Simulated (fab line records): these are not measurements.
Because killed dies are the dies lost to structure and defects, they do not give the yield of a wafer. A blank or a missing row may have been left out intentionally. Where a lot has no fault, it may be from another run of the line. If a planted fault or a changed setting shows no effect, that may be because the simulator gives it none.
Which of the tools did it? || flow berkeleyCmos170 || Sampling: 15 lots, 45 wafers, 2 of 331 route steps

== WHAT EACH GAUGE READ, for each wafer ==
UCB170_GATE_THK_MEAS_02. Usual: for GATE_OXIDE_THK the level is 6.50 nm and the standard deviation is 0.12.
{"lot": "L864", "measured": "day 6 01:35", "on": "filmMetro-03", "GATE_OXIDE_THK (nm)": "6.43 6.43 6.45", "flag": ""}
{"lot": "L863", "measured": "day 6 01:38", "on": "filmMetro-01", "GATE_OXIDE_THK (nm)": "6.59 6.56 6.58", "flag": ""}
{"lot": "L865", "measured": "day 6 11:01", "on": "filmMetro-01", "GATE_OXIDE_THK (nm)": "6.61 6.64 6.57", "flag": ""}
{"lot": "L866", "measured": "day 6 11:03", "on": "filmMetro-03", "GATE_OXIDE_THK (nm)": "6.56 6.55 6.54", "flag": ""}
{"lot": "L867", "measured": "day 6 22:20", "on": "filmMetro-03", "GATE_OXIDE_THK (nm)": "6.53 6.56 6.56", "flag": ""}
{"lot": "L869", "measured": "day 7 08:20", "on": "filmMetro-03", "GATE_OXIDE_THK (nm)": "6.31 6.30 6.38", "flag": ""}
{"lot": "L877", "measured": "day 9 06:04", "on": "filmMetro-03", "GATE_OXIDE_THK (nm)": "6.58 6.57 6.53", "flag": ""}
{"lot": "L878", "measured": "day 9 06:05", "on": "filmMetro-01", "GATE_OXIDE_THK (nm)": "6.46 6.45 6.40", "flag": ""}
{"lot": "L879", "measured": "day 9 06:08", "on": "filmMetro-02", "GATE_OXIDE_THK (nm)": "6.71 6.57 6.67", "flag": ""}
{"lot": "L881", "measured": "day 9 22:07", "on": "filmMetro-03", "GATE_OXIDE_THK (nm)": "6.66 6.63 6.65", "flag": ""}
{"lot": "L882", "measured": "day 9 22:07", "on": "filmMetro-01", "GATE_OXIDE_THK (nm)": "6.70 6.73 6.73", "flag": ""}
{"lot": "L880", "measured": "day 9 22:07", "on": "filmMetro-02", "GATE_OXIDE_THK (nm)": "6.67 6.53 6.50", "flag": ""}
{"lot": "L883", "measured": "day 9 22:11", "on": "filmMetro-01", "GATE_OXIDE_THK (nm)": "6.63 6.55 6.56", "flag": ""}
{"lot": "L884", "measured": "day 10 06:10", "on": "filmMetro-03", "GATE_OXIDE_THK (nm)": "6.33 6.34 6.33", "flag": ""}
{"lot": "L885", "measured": "day 10 06:13", "on": "filmMetro-01", "GATE_OXIDE_THK (nm)": "6.50 6.54 6.53", "flag": ""}

UCB170_GATE_CD_MEAS_90 targets a cd of 350 nm. Usual: 350.2 nm for cdNm, sd 1.4.
{"lot": "L864", "measured": "day 6 11:23", "on": "cdSem-01", "cdNm (nm)": "352.0 351.9 352.3", "flag": ""}
{"lot": "L863", "measured": "day 6 11:38", "on": "cdSem-01", "cdNm (nm)": "349.0 348.5 349.4", "flag": ""}
{"lot": "L865", "measured": "day 6 17:44", "on": "cdSem-02", "cdNm (nm)": "349.1 349.0 348.9", "flag": ""}
{"lot": "L866", "measured": "day 6 18:04", "on": "cdSem-02", "cdNm (nm)": "350.6 350.8 351.4", "flag": ""}
{"lot": "L867", "measured": "day 7 06:57", "on": "cdSem-01", "cdNm (nm)": "350.7 350.0 351.6", "flag": ""}
{"lot": "L869", "measured": "day 7 14:09", "on": "cdSem-01", "cdNm (nm)": "349.5 349.3 350.4", "flag": ""}
{"lot": "L877", "measured": "day 9 12:43", "on": "cdSem-01", "cdNm (nm)": "353.4 351.2 352.2", "flag": ""}
{"lot": "L878", "measured": "day 9 12:22", "on": "cdSem-01", "cdNm (nm)": "351.6 350.1 349.6", "flag": ""}
{"lot": "L879", "measured": "day 9 12:35", "on": "cdSem-01", "cdNm (nm)": "350.9 349.6 350.3", "flag": ""}
{"lot": "L881", "measured": "day 10 05:54", "on": "cdSem-01", "cdNm (nm)": "352.1 349.8 350.4", "flag": ""}
{"lot": "L882", "measured": "day 10 05:40", "on": "cdSem-01", "cdNm (nm)": "348.7 349.7 349.4", "flag": ""}
{"lot": "L880", "measured": "day 10 05:48", "on": "cdSem-01", "cdNm (nm)": "350.7 349.0 350.4", "flag": ""}
{"lot": "L883", "measured": "day 10 06:02", "on": "cdSem-02", "cdNm (nm)": "350.7 349.3 351.8", "flag": ""}
{"lot": "L884", "measured": "day 10 12:15", "on": "cdSem-01", "cdNm (nm)": "353.1 353.1 351.7", "flag": ""}
{"lot": "L885", "measured": "day 10 12:29", "on": "cdSem-02", "cdNm (nm)": "351.7 352.4 350.8", "flag": ""}

== WHAT TOOL EACH LOT RAN ON (gives the tool, then ch and the chambers of the sampled wafers, and finally the start) ==
There is no process step in the record ahead of these readings.

== WHAT THE TOOLS THEMSELVES READ (means of the sampled wafers that have a number; where no wafer has one, the mark that the record gives instead) ==
The record holds no such reading with a usual standard deviation.

== THE ANSWER, worked out from the rows above alone ==
Rule: a lot counts as off when the mean over its wafers that have a number is more than 3 standard deviations away from the usual mean. Also off: a lot with no number at a reading for which 4 or more lots have one. Any other lot the step has rows for is counted as sound. First the gauges in route order, then the tools' own readings, where a lot's mean is used as printed above. At the first step where some lot is off, the reading lying furthest off is the one used; lots without a number count as furthest.
No lot is off at any reading shown: from this, nothing can be told.

== WHAT THE SIMULATOR PUT IN ==
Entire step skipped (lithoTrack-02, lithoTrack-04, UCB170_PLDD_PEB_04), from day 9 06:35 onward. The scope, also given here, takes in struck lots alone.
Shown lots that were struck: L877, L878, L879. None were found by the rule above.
